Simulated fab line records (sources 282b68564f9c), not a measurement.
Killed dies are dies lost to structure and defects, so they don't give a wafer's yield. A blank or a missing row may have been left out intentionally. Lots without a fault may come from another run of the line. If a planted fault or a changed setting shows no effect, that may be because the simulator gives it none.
fab line records	flow rit_cmos	part 1 of 2: steps 1 to 28 of 29
record: lots: 5	wafers: 23
route steps=202 shown ACTIVE@2 FOX2@23 PRETRO@72 GATE@84 REOX@101 NLDD@104 PLDD@115 NSD@132 SDANNEAL@155 M1@202
start_h: hours from the record's opening day to when the first of the lot's shown wafers began	wait_h: hours from the lot's prior step to this one	" repeats the value in the row above	L1.1+2: one row covering several wafers at once	- no value, or no start given	* or withheld: withheld	< > ~ a bound
route shown NAME@n: names a module that has steps shown in the file, with the first one's number in the route	usual: the fault-free wafers' mean and standard deviation	same: alike in all rows	chamber/n: place in a boat	sites: the reading at each site	_std_site: standard deviation of those values	_edge_site: mean of outer sites minus mean of inner sites	radius_mm: how far each site lies from the wafer's centre	mask NAME#n: copy n	behind: the last tool/chamber to shape the wafer	hold: cause of the lot's hold/its duration in hours/its outcome	device: whichever transistor did not switch (one of n, p or np)	end of line: the tests these same wafers got at the end of their route	step lacking rows: just its recipe	killed: not the wafer's yield, but the dies lost to structure and defects at the first sort	map: shows each die of a wafer: x if killed, . if not, _ if none is there
set.NAME: the setting that was run; set.NAME@STEP: the one run at that earlier step	model.NAME: the simulator's own value behind a step, which no gauge read
lots run with intentionally changed settings; tables by step, rows by wafer
== steps ==
step: RIT_ACTIVE_OXIDATION_01
recipe: temp_c: 1000	ambient: O2	target_thk_a: 468	ox_time_s: 3360
lot.wafer	tool	chamber	start_h	wait_h	set.ox_time_s	model.SiO2_of_ACTIVE_OXIDATION_01.thk_nm
L078.1	-	-	-	1.2	3360	45.62
L078.3	"	-	"	"	3360	45.6
L078.4	"	-	"	"	3360	45.91
L078.5	"	-	"	"	3360	45.17
L078.6	"	-	"	"	3360	44.88
L079.1	-	-	-	0.1	2995	42.85
L079.2	"	-	"	"	2995	43.39
L079.3	"	-	"	"	2995	42.78
L079.5	"	-	"	"	2995	42.95
L079.6	"	-	"	"	2995	43.03
L080.1	-	-	-	1.3	3564	48.54
L080.2	"	-	"	"	3564	48.5
L080.3	"	-	"	"	3564	47.62
L080.5	"	-	"	"	3564	47.73
L080.6	"	-	"	"	3564	47.5
L081.1	-	-	-	0.1	2947	42.46
L081.3	"	-	"	"	2947	42.81
L081.4	"	-	"	"	2947	42.59
L081.5	"	-	"	"	2947	41.81
L081.6	"	-	"	"	2947	43.23
L084.1	furnace-01	0	60.36	0.3	3360	45.71
L084.2	"	0	"	"	3360	45.77
L084.3	"	0	"	"	3360	45.49
step: RIT_ACTIVE_THK_MEAS_02
recipe: reads: SiO2_of_ACTIVE_OXIDATION_01
usual: ACTIVE_OXIDE_THK: 46.6/0.85
lot.wafer	tool	chamber	start_h	wait_h	set.ox_time_s@ACTIVE_OXIDATION_01	ACTIVE_OXIDE_THK[nm]
L078.1	film_metro-01	-	-	-	3360	45.6
L078.3	"	-	"	"	3360	45.6
L078.4	"	-	"	"	3360	45.9
L078.5	"	-	"	"	3360	45.2
L078.6	"	-	"	"	3360	44.8
L079.1	film_metro-04	-	-	-	2995	42.8
L079.2	"	-	"	"	2995	43.3
L079.3	"	-	"	"	2995	42.8
L079.5	"	-	"	"	2995	42.9
L079.6	"	-	"	"	2995	43.0
L080.1	film_metro-03	-	-	-	3564	48.5
L080.2	"	-	"	"	3564	48.5
L080.3	"	-	"	"	3564	47.7
L080.5	"	-	"	"	3564	47.8
L080.6	"	-	"	"	3564	47.5
L081.1	film_metro-03	-	-	-	2947	42.5
L081.3	"	-	"	"	2947	42.9
L081.4	"	-	"	"	2947	42.6
L081.5	"	-	"	"	2947	41.8
L081.6	"	-	"	"	2947	43.2
L084.1	film_metro-01	-	62.29	0.0	3360	45.7
L084.2	"	-	"	"	3360	45.8
L084.3	"	-	"	"	3360	45.5
step: RIT_ACTIVE_COAT_06
recipe: resist: NOVOLAK	spin_rpm: 3250	resist_thk_nm: 1000
lot.wafer	tool	chamber	start_h	wait_h	set.spin_rpm	model.NOVOLAK_of_ACTIVE_COAT_06.thk_nm
L078.1+3+4	litho_track-03	0	34.91	0.1	3250	1002
L078.5	"	0	"	"	3133	1019
L078.6	"	0	"	"	3133	1018
L079.1	litho_track-04	0	38.74	0.1	3385	984.9
L079.2+5	"	0	"	"	3250	1001
L079.3	"	0	"	"	3385	983.8
L079.6	"	0	"	"	3250	1004
L080.1	litho_track-03	0	45.13	0.1	3076	1029
L080.2	"	0	"	"	3250	1007
L080.3	"	0	"	"	3076	1031
L080.5	"	0	"	"	3250	1006
L080.6	"	0	"	"	3076	1030
L081.1	litho_track-04	0	48.80	0.1	3250	1004
L081.3	"	0	"	"	3379	985.4
L081.4+5	"	0	"	"	3250	1003
L081.6	"	0	"	"	3379	985.2
L084.1	litho_track-01	0	63.98	0.1	3250	1002
L084.2+3	"	0	"	"	3250	1001
step: RIT_FOX2_OXIDATION_00
recipe: temp_c: 1100	ambient: H2O	target_thk_a: 3507	p_h2o_torr: 720	ox_time_s: 1130
lot.wafer	tool	chamber	start_h	wait_h	set.ox_time_s
L078.1+3+4+5+6	-	-	-	0.1	1130
L079.1+2+3+5+6	-	-	-	0.0	1130
L080.1+2+3+5+6	-	-	-	0.0	1015
L081.1+3+4+5+6	-	-	-	0.0	1046
L084.1+2+3	furnace-04	0	67.25	0.0	1130
step: RIT_FOX2_CLEAN_02
recipe: chemistry: dHF	dilution: 50:1	time_s: 180
step: RIT_FOX2_WET_ETCH_03
recipe: chemistry: H3PO4	target: Si3N4	target_depth_nm: 195	temp_c: 165	time_s: 2700
lot.wafer	tool	chamber	start_h	wait_h	set.ox_time_s@ACTIVE_OXIDATION_01	model.SiO2_of_ACTIVE_OXIDATION_01.thk_nm
L078.1	wet_bench-03	3	-	-	3360	40.25
L078.3	"	3	"	"	3360	39.59
L078.4	"	3	"	"	3360	39.85
L078.5	"	3	"	"	3360	39.87
L078.6	"	3	"	"	3360	39.82
L079.1	wet_bench-02	1	-	-	2995	37.9
L079.2	"	1	"	"	2995	38.41
L079.3	"	1	"	"	2995	37.95
L079.5	"	1	"	"	2995	37.96
L079.6	"	1	"	"	2995	38.14
L080.1	wet_bench-01	3	-	-	3564	42.97
L080.2	"	3	"	"	3564	42.32
L080.3	"	3	"	"	3564	42.19
L080.5	"	3	"	"	3564	42.27
L080.6	"	3	"	"	3564	42.06
L081.1	wet_bench-01	1	-	-	2947	37.75
L081.3	"	1	"	"	2947	37.2
L081.4	"	1	"	"	2947	36.4
L081.5	"	1	"	"	2947	36.32
L081.6	"	1	"	"	2947	38.44
L084.1	wet_bench-02	0	68.69	0.0	3360	40.55
L084.2	"	0	"	"	3360	40.67
L084.3	"	0	"	"	3360	40.31
step: RIT_PRETRO_IMPLANT_08
recipe: species: B	energy_kev: 45	dose_cm2: 1.2e+13	tilt_deg: 7
lot.wafer	tool	chamber	start_h	wait_h	set.energy_kev	model.implant.rp_nm	model.implant.drp_nm
L078.1+4+6	implanter-01	0	55.21	0.2	45	140.6	55.07
L078.3+5	"	0	"	"	46.21	144.1	55.94
L079.1+2	implanter-03	0	59.42	0.2	42.53	135.7	53.24
L079.3+5+6	"	0	"	"	45	143.2	55.07
L080.1+2+5	implanter-03	0	63.83	0.2	45	145.9	55.07
L080.3+6	"	0	"	"	43.52	141.4	53.98
L081.1+5+6	implanter-01	0	68.07	0.2	45.77	143.3	55.63
L081.3+4	"	0	"	"	45	141	55.07
L084.1+2+3	implanter-03	0	81.82	0.2	45	147	55.07
step: RIT_GATE_CVD_08
recipe: material: poly-Si	target_thk_nm: 250	temp_c: 610	precursor: SiH4	time_s: 2220	pressure_mtorr: 300	sih4_flow_sccm: 100
lot.wafer	tool	chamber	start_h	wait_h	set.pressure_mtorr	model.poly-Si_of_GATE_CVD_08.thk_nm
L078.1+5	-	-	-	0.7	340.6	266.9
L078.3	"	-	"	"	340.6	266.8
L078.4	"	-	"	"	340.6	267.6
L078.6	"	-	"	"	340.6	268.6
L079.1	-	-	-	1.2	259.3	230.3
L079.2	"	-	"	"	259.3	232
L079.3	"	-	"	"	259.3	232.6
L079.5	"	-	"	"	259.3	231.5
L079.6	"	-	"	"	259.3	231.2
L080.1	-	-	-	1.4	300	249.2
L080.2	"	-	"	"	300	248.7
L080.3	"	-	"	"	300	249.1
L080.5	"	-	"	"	300	251.5
L080.6	"	-	"	"	300	249
L081.1	-	-	-	1.4	300	254.6
L081.3	"	-	"	"	300	254.2
L081.4	"	-	"	"	300	251.8
L081.5	"	-	"	"	300	253.9
L081.6	"	-	"	"	300	252.5
L084.1	lpcvd-02	0	86.99	2.1	300	249.4
L084.2	"	0	"	"	300	249.3
L084.3	"	0	"	"	300	251.9
step: RIT_GATE_THK_MEAS_09
recipe: reads: poly-Si_of_GATE_CVD_08
usual: GATE_POLY_THK: 251.3/2
lot.wafer	tool	chamber	start_h	wait_h	set.pressure_mtorr@GATE_CVD_08	GATE_POLY_THK[nm]
L078.1	film_metro-03	-	-	-	340.6	266.7
L078.3	"	-	"	"	340.6	266.8
L078.4	"	-	"	"	340.6	267.6
L078.5	"	-	"	"	340.6	267.1
L078.6	"	-	"	"	340.6	268.5
L079.1	film_metro-03	-	-	-	259.3	230.2
L079.2	"	-	"	"	259.3	232.2
L079.3	"	-	"	"	259.3	232.6
L079.5	"	-	"	"	259.3	231.5
L079.6	"	-	"	"	259.3	231.2
L080.1	film_metro-03	-	-	-	300	249.2
L080.2	"	-	"	"	300	248.9
L080.3	"	-	"	"	300	249.1
L080.5	"	-	"	"	300	251.5
L080.6	"	-	"	"	300	249.1
L081.1	film_metro-03	-	-	-	300	254.8
L081.3	"	-	"	"	300	254.4
L081.4	"	-	"	"	300	251.9
L081.5	"	-	"	"	300	254.1
L081.6	"	-	"	"	300	252.5
L084.1	film_metro-03	-	88.61	0.0	300	249.4
L084.2	"	-	"	"	300	249.4
L084.3	"	-	"	"	300	251.7
step: RIT_GATE_DEVELOP_15
recipe: resist: NOVOLAK	develop_time_s: 50	dev_temp_c: 23
lot.wafer	tool	chamber	start_h	wait_h	set.develop_time_s
L078.1+6	litho_track-01	0	-	-	50
L078.3+4+5	"	0	"	"	57.31
L079.1+2+6	litho_track-04	0	-	-	44.47
L079.3+5	"	0	"	"	50
L080.1+2+3+5+6	litho_track-01	0	-	-	50
L081.1+3+4+5+6	litho_track-02	0	-	-	50
L084.1+2+3	litho_track-01	0	-	-	50
step: RIT_GATE_HARDBAKE_18
recipe: resist: NOVOLAK	temp_c: 140	time_s: 60
step: RIT_GATE_ETCH_19
recipe: chemistry: SF6/CHF3/O2	time_s: 165	SF6_flow_sccm: 30	CHF3_flow_sccm: 30	O2_flow_sccm: 5	target: poly-Si	pressure_mtorr: 40	rf_w: 160	target_depth_a: 3125	over_etch_frac: 0.25	stop_on: SiO2
lot.wafer	tool	chamber	start_h	wait_h	set.pressure_mtorr@GATE_CVD_08	model.etch.depth_nm	model.GATE.feature_depth_nm
L078.1	rie_si-01	0	61.22	0.1	340.6	-	266.9
L078.3	"	2	"	"	340.6	266.8	266.8
L078.4	"	2	"	"	340.6	267.6	267.6
L078.5	"	0	"	"	340.6	266.9	266.9
L078.6	"	3	"	"	340.6	-	268.6
L079.1	rie_si-02	2	66.72	0.1	259.3	-	230.3
L079.2	"	1	"	"	259.3	-	232
L079.3	"	3	"	"	259.3	232.6	232.6
L079.5	"	0	"	"	259.3	231.5	231.5
L079.6	"	1	"	"	259.3	-	231.2
L080.1	rie_si-01	0	71.68	0.1	300	-	249.2
L080.2	"	2	"	"	300	248.7	248.7
L080.3	"	3	"	"	300	-	249.1
L080.5	"	0	"	"	300	-	251.5
L080.6	"	2	"	"	300	249	249
L081.1	rie_si-02	3	75.20	0.1	300	-	254.6
L081.3	"	0	"	"	300	254.2	254.2
L081.4	"	1	"	"	300	251.8	251.8
L081.5	"	2	"	"	300	-	253.9
L081.6	"	3	"	"	300	252.5	252.5
L084.1	rie_si-01	3	89.95	0.1	300	249.4	249.4
L084.2	"	0	"	"	300	249.3	249.3
L084.3	"	1	"	"	300	251.9	251.9
step: RIT_REOX_OXIDATION_03
recipe: temp_c: 900	ambient: O2	target_thk_a: 252	ox_time_s: 5580
lot.wafer	tool	chamber	start_h	wait_h	set.ox_time_s	set.pressure_mtorr@GATE_CVD_08	model.poly-Si_of_GATE_CVD_08.thk_nm
L078.1+5	-	-	-	0.5	5580	340.6	249.8
L078.3	"	-	"	"	5580	340.6	249.7
L078.4	"	-	"	"	5580	340.6	250.5
L078.6	"	-	"	"	5580	340.6	251.5
L079.1	-	-	-	0.0	6225	259.3	212.2
L079.2	"	-	"	"	6225	259.3	213.9
L079.3	"	-	"	"	6225	259.3	214.6
L079.5	"	-	"	"	6225	259.3	213.4
L079.6	"	-	"	"	6225	259.3	213.2
L080.1	-	-	-	0.0	6164	300	231.2
L080.2	"	-	"	"	6164	300	230.7
L080.3+6	"	-	"	"	6164	300	231.1
L080.5	"	-	"	"	6164	300	233.6
L081.1	-	-	-	0.0	6081	300	236.8
L081.3	"	-	"	"	6081	300	236.5
L081.4	"	-	"	"	6081	300	234.1
L081.5	"	-	"	"	6081	300	236.2
L081.6	"	-	"	"	6081	300	234.7
L084.1	furnace-01	0	92.05	1.3	5580	300	232.3
L084.2	"	0	"	"	5580	300	232.2
L084.3	"	0	"	"	5580	300	234.8
step: RIT_NLDD_COAT_01
recipe: resist: NOVOLAK	spin_rpm: 3250	resist_thk_nm: 1000
lot.wafer	tool	chamber	start_h	wait_h	set.spin_rpm	model.NOVOLAK_of_NLDD_COAT_01.thk_nm
L078.1	litho_track-02	0	65.30	0.1	3250	1003
L078.3+6	"	0	"	"	3360	985.1
L078.4	"	0	"	"	3250	1005
L078.5	"	0	"	"	3250	1001
L079.1	litho_track-04	0	70.25	0.1	3250	995.8
L079.2	"	0	"	"	3250	999.6
L079.3	"	0	"	"	3106	1019
L079.5	"	0	"	"	3250	996.9
L079.6	"	0	"	"	3106	1022
L080.1+6	litho_track-04	0	75.26	0.1	3170	1013
L080.2+5	"	0	"	"	3250	999.7
L080.3	"	0	"	"	3250	1003
L081.1	litho_track-04	0	78.73	0.1	3250	997.2
L081.3	"	0	"	"	3129	1017
L081.4	"	0	"	"	3250	996.2
L081.5	"	0	"	"	3129	1014
L081.6	"	0	"	"	3129	1016
L084.1	litho_track-02	0	94.81	0.1	3250	1000
L084.2	"	0	"	"	3250	1001
L084.3	"	0	"	"	3250	999.9
step: RIT_NLDD_SOFTBAKE_02
recipe: resist: NOVOLAK	temp_c: 90	time_s: 60
step: RIT_NLDD_EXPOSE_03
recipe: mask_id: M7	na: 0.57	target_cd_nm: 40700	dose_mj: 250
step: RIT_NLDD_DEVELOP_05
recipe: resist: NOVOLAK	develop_time_s: 50	dev_temp_c: 23
step: RIT_NLDD_HARDBAKE_07
recipe: resist: NOVOLAK	temp_c: 140	time_s: 60
lot.wafer	tool	chamber	start_h	wait_h	set.spin_rpm@NLDD_COAT_01	model.NOVOLAK_of_NLDD_COAT_01.thk_nm
L078.1	litho_track-03	0	66.16	0.0	3250	886.4
L078.3+6	"	0	"	"	3360	870.7
L078.4	"	0	"	"	3250	887.8
L078.5	"	0	"	"	3250	884.3
L079.1	litho_track-02	0	70.98	0.0	3250	880.1
L079.2	"	0	"	"	3250	883.5
L079.3	"	0	"	"	3106	900.6
L079.5	"	0	"	"	3250	881.1
L079.6	"	0	"	"	3106	902.9
L080.1	litho_track-03	0	75.99	0.0	3170	895.4
L080.2+5	"	0	"	"	3250	883.5
L080.3	"	0	"	"	3250	886.2
L080.6	"	0	"	"	3170	895.3
L081.1	litho_track-02	0	79.60	0.0	3250	881.3
L081.3	"	0	"	"	3129	898.6
L081.4	"	0	"	"	3250	880.4
L081.5	"	0	"	"	3129	896.1
L081.6	"	0	"	"	3129	898.1
L084.1	litho_track-03	0	95.55	0.0	3250	883.8
L084.2	"	0	"	"	3250	885
L084.3	"	0	"	"	3250	883.6
step: RIT_PLDD_COAT_01
recipe: resist: NOVOLAK	spin_rpm: 3250	resist_thk_nm: 1000
lot.wafer	tool	chamber	start_h	wait_h	set.spin_rpm	model.NOVOLAK_of_PLDD_COAT_01.thk_nm
L078.1+3	litho_track-02	0	66.85	0.1	3145	1021
L078.4	"	0	"	"	3145	1023
L078.5+6	"	0	"	"	3250	1005
L079.1	litho_track-02	0	71.67	0.1	3250	999.8
L079.2+5+6	"	0	"	"	3250	1002
L079.3	"	0	"	"	3250	1001
L080.1	litho_track-02	0	76.73	0.1	3250	1004
L080.2	"	0	"	"	3405	980.6
L080.3	"	0	"	"	3250	1002
L080.5	"	0	"	"	3405	978.8
L080.6	"	0	"	"	3250	999.9
L081.1	litho_track-03	0	80.29	0.1	3250	1002
L081.3	"	0	"	"	3250	1008
L081.4	"	0	"	"	3250	1005
L081.5+6	"	0	"	"	3250	1004
L084.1	litho_track-02	0	96.27	0.1	3250	1006
L084.2	"	0	"	"	3250	1005
L084.3	"	0	"	"	3250	1007
step: RIT_NSD_COAT_01
recipe: resist: NOVOLAK	spin_rpm: 3250	resist_thk_nm: 1000
lot.wafer	tool	chamber	start_h	wait_h	set.resist_thk_nm	model.NOVOLAK_of_NSD_COAT_01.thk_nm
L078.1	litho_track-04	0	72.62	0.1	1000	999.6
L078.3+5	"	0	"	"	1038	1039
L078.4	"	0	"	"	1000	1003
L078.6	"	0	"	"	1000	1002
L079.1	litho_track-01	0	77.58	0.1	1000	1000
L079.2+3	"	0	"	"	1000	1001
L079.5	"	0	"	"	975.4	979.8
L079.6	"	0	"	"	975.4	978.5
L080.1	litho_track-01	0	82.51	0.1	1000	998.8
L080.2	"	0	"	"	1000	996
L080.3	"	0	"	"	1000	999.1
L080.5	"	0	"	"	1000	997.9
L080.6	"	0	"	"	1000	998.6
L081.1	litho_track-03	0	86.05	0.1	950.3	952.4
L081.3	"	0	"	"	950.3	950.7
L081.4	"	0	"	"	950.3	954.2
L081.5+6	"	0	"	"	1000	1000
L084.1	litho_track-01	0	100.22	0.1	1000	1003
L084.2	"	0	"	"	1000	999.7
L084.3	"	0	"	"	1000	1002
step: RIT_NSD_SOFTBAKE_02
recipe: resist: NOVOLAK	temp_c: 90	time_s: 60
step: RIT_NSD_EXPOSE_03
recipe: mask_id: M9	na: 0.57	target_cd_nm: 40700	dose_mj: 250
step: RIT_NSD_DEVELOP_05
recipe: resist: NOVOLAK	develop_time_s: 50	dev_temp_c: 23
step: RIT_NSD_HARDBAKE_07
recipe: resist: NOVOLAK	temp_c: 140	time_s: 60
lot.wafer	tool	chamber	start_h	wait_h	set.resist_thk_nm@NSD_COAT_01	model.NOVOLAK_of_NSD_COAT_01.thk_nm
L078.1	litho_track-03	0	73.48	0.0	1000	883.4
L078.3	"	0	"	"	1038	917.9
L078.4	"	0	"	"	1000	886.4
L078.5	"	0	"	"	1038	918.3
L078.6	"	0	"	"	1000	885.6
L079.1	litho_track-03	0	78.44	0.0	1000	884.2
L079.2	"	0	"	"	1000	884.4
L079.3	"	0	"	"	1000	884.3
L079.5	"	0	"	"	975.4	866.1
L079.6	"	0	"	"	975.4	865
L080.1	litho_track-01	0	83.25	0.0	1000	882.7
L080.2	"	0	"	"	1000	880.2
L080.3	"	0	"	"	1000	883
L080.5	"	0	"	"	1000	881.9
L080.6	"	0	"	"	1000	882.6
L081.1	litho_track-03	0	86.91	0.0	950.3	842.2
L081.3	"	0	"	"	950.3	840.6
L081.4	"	0	"	"	950.3	843.7
L081.5	"	0	"	"	1000	883.8
L081.6	"	0	"	"	1000	884.2
L084.1	litho_track-04	0	101.08	0.0	1000	886.1
L084.2	"	0	"	"	1000	883.5
L084.3	"	0	"	"	1000	885.9
step: RIT_NSD_IMPLANT_08
recipe: species: P	energy_kev: 25	dose_cm2: 1e+15	tilt_deg: 7
lot.wafer	tool	chamber	start_h	wait_h	set.dose_cm2
L078.1+3	implanter-01	0	73.63	0.1	1.07e+15
L078.4+5+6	"	0	"	"	1e+15
L079.1+3+5	implanter-01	0	78.59	0.1	1.019e+15
L079.2+6	"	0	"	"	1e+15
L080.1+5	implanter-01	0	83.40	0.1	1e+15
L080.2+3+6	"	0	"	"	9.622e+14
L081.1+3+4+5+6	implanter-04	0	87.06	0.1	1e+15
L084.1+2+3	implanter-03	0	101.23	0.1	1e+15
step: RIT_SDANNEAL_CLEAN_02
recipe: chemistry: SC2	mix: 3:3:50	time_s: 600	temp_c: 75	dry: n2_spin
lot.wafer	tool	chamber	start_h	wait_h	set.time_s
L078.1+3+4+5+6	-	-	-	0.0	666.8
L079.1+2+3+5+6	-	-	-	0.0	679.9
L080.1+2+3+5+6	-	-	-	0.0	652.1
L081.1+3+4+5+6	-	-	-	0.0	677.5
L084.1+2+3	wet_bench-03	0	103.23	0.0	600
step: RIT_SDANNEAL_RTA_03
recipe: temp_c: 1050	time_s: 5	idle_temp_c: 600	ramp_up_c_per_s: 342	ramp_down_c_per_s: 171	cool_to_c: 600	ambient: N2
step: RIT_SDANNEAL_RS_MEAS_05
recipe: thk_meas_gauge: four-point-probe
usual: NSD_RS: 84.62/0.24
lot.wafer	tool	chamber	start_h	wait_h	set.dose_cm2@NSD_IMPLANT_08	NSD_RS[ohm/sq]
L078.1	film_metro-01	-	76.28	0.1	1.07e+15	80.68
L078.3	"	-	"	"	1.07e+15	80.57
L078.4	"	-	"	"	1e+15	84.73
L078.5	"	-	"	"	1e+15	84.79
L078.6	"	-	"	"	1e+15	84.85
L079.1	film_metro-01	-	81.16	0.1	1.019e+15	82.94
L079.2	"	-	"	"	1e+15	84.54
L079.3	"	-	"	"	1.019e+15	83.34
L079.5	"	-	"	"	1.019e+15	83.09
L079.6	"	-	"	"	1e+15	84.51
L080.1	film_metro-03	-	85.79	0.1	1e+15	84.46
L080.2	"	-	"	"	9.622e+14	87.20
L080.3	"	-	"	"	9.622e+14	87.45
L080.5	"	-	"	"	1e+15	84.62
L080.6	"	-	"	"	9.622e+14	87.55
L081.1	film_metro-03	-	89.48	0.1	1e+15	84.46
L081.3	"	-	"	"	1e+15	84.76
L081.4	"	-	"	"	1e+15	84.53
L081.5	"	-	"	"	1e+15	84.37
L081.6	"	-	"	"	1e+15	84.29
L084.1	film_metro-01	-	103.58	0.1	1e+15	84.75
L084.2	"	-	"	"	1e+15	84.59
L084.3	"	-	"	"	1e+15	85.04
== key ==
split: step: RIT_ACTIVE_OXIDATION_01	setting: ox_time_s	stated: 3360	by: lot
response: step: RIT_ACTIVE_OXIDATION_01	reading: model.SiO2_of_ACTIVE_OXIDATION_01.thk_nm	change: +0.277	per: 1%	r: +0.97
response: step: RIT_ACTIVE_THK_MEAS_02	reading: ACTIVE_OXIDE_THK	change: +0.279	per: 1%	r: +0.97
response: step: RIT_FOX2_WET_ETCH_03	reading: model.SiO2_of_ACTIVE_OXIDATION_01.thk_nm	change: +0.253	per: 1%	r: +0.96
split: step: RIT_ACTIVE_COAT_06	setting: spin_rpm	stated: 3250	by: wafer
response: step: RIT_ACTIVE_COAT_06	reading: model.NOVOLAK_of_ACTIVE_COAT_06.thk_nm	change: -4.43	per: 1%	r: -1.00
split: step: RIT_FOX2_OXIDATION_00	setting: ox_time_s	stated: 1130	by: lot
response none clear
split: step: RIT_PRETRO_IMPLANT_08	setting: energy_kev	stated: 45	by: wafer
response: step: RIT_PRETRO_IMPLANT_08	reading: model.implant.rp_nm	change: +1.36	per: 1%	r: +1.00
response: step: RIT_PRETRO_IMPLANT_08	reading: model.implant.drp_nm	change: +0.331	per: 1%	r: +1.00
split: step: RIT_GATE_CVD_08	setting: pressure_mtorr	stated: 300	by: lot
response: step: RIT_GATE_CVD_08	reading: model.poly-Si_of_GATE_CVD_08.thk_nm	change: +1.32	per: 1%	r: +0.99
response: step: RIT_GATE_THK_MEAS_09	reading: GATE_POLY_THK	change: +1.32	per: 1%	r: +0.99
response: step: RIT_GATE_ETCH_19	reading: model.etch.depth_nm	change: +1.28	per: 1%	r: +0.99
response: step: RIT_GATE_ETCH_19	reading: model.GATE.feature_depth_nm	change: +1.32	per: 1%	r: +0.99
response: step: RIT_REOX_OXIDATION_03	reading: model.poly-Si_of_GATE_CVD_08.thk_nm	change: +1.36	per: 1%	r: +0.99
split: step: RIT_GATE_DEVELOP_15	setting: develop_time_s	stated: 50	by: wafer
response: step: RIT_M1_PROBE_99	reading: model.etest.pmos_turned.r_on_ohm_um	change: -38.5	per: 1%	r: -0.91
response: step: RIT_M1_PROBE_99	reading: model.etest.pmos_0p3.r_on_ohm_um	change: -42.8	per: 1%	r: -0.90
response: step: RIT_M1_PROBE_99	reading: model.etest.pmos_0p15.r_on_ohm_um	change: -39.4	per: 1%	r: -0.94
response: step: RIT_M1_PROBE_99	reading: model.etest.nmos_0p15.r_on_ohm_um	change: -11.6	per: 1%	r: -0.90
split: step: RIT_REOX_OXIDATION_03	setting: ox_time_s	stated: 5580	by: lot
response none clear
split: step: RIT_NLDD_COAT_01	setting: spin_rpm	stated: 3250	by: wafer
response: step: RIT_NLDD_COAT_01	reading: model.NOVOLAK_of_NLDD_COAT_01.thk_nm	change: -5.17	per: 1%	r: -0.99
response: step: RIT_NLDD_HARDBAKE_07	reading: model.NOVOLAK_of_NLDD_COAT_01.thk_nm	change: -4.53	per: 1%	r: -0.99
split: step: RIT_PLDD_COAT_01	setting: spin_rpm	stated: 3250	by: wafer
response: step: RIT_PLDD_COAT_01	reading: model.NOVOLAK_of_PLDD_COAT_01.thk_nm	change: -4.87	per: 1%	r: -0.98
split: step: RIT_NSD_COAT_01	setting: resist_thk_nm	stated: 1000	by: wafer
response: step: RIT_NSD_COAT_01	reading: model.NOVOLAK_of_NSD_COAT_01.thk_nm	change: +9.59	per: 1%	r: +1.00
response: step: RIT_NSD_HARDBAKE_07	reading: model.NOVOLAK_of_NSD_COAT_01.thk_nm	change: +8.39	per: 1%	r: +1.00
split: step: RIT_NSD_IMPLANT_08	setting: dose_cm2	stated: 1e+15	by: wafer
response: step: RIT_SDANNEAL_RS_MEAS_05	reading: NSD_RS	change: -0.638	per: 1%	r: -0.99
split: step: RIT_SDANNEAL_CLEAN_02	setting: time_s	stated: 600	by: lot
response none clear
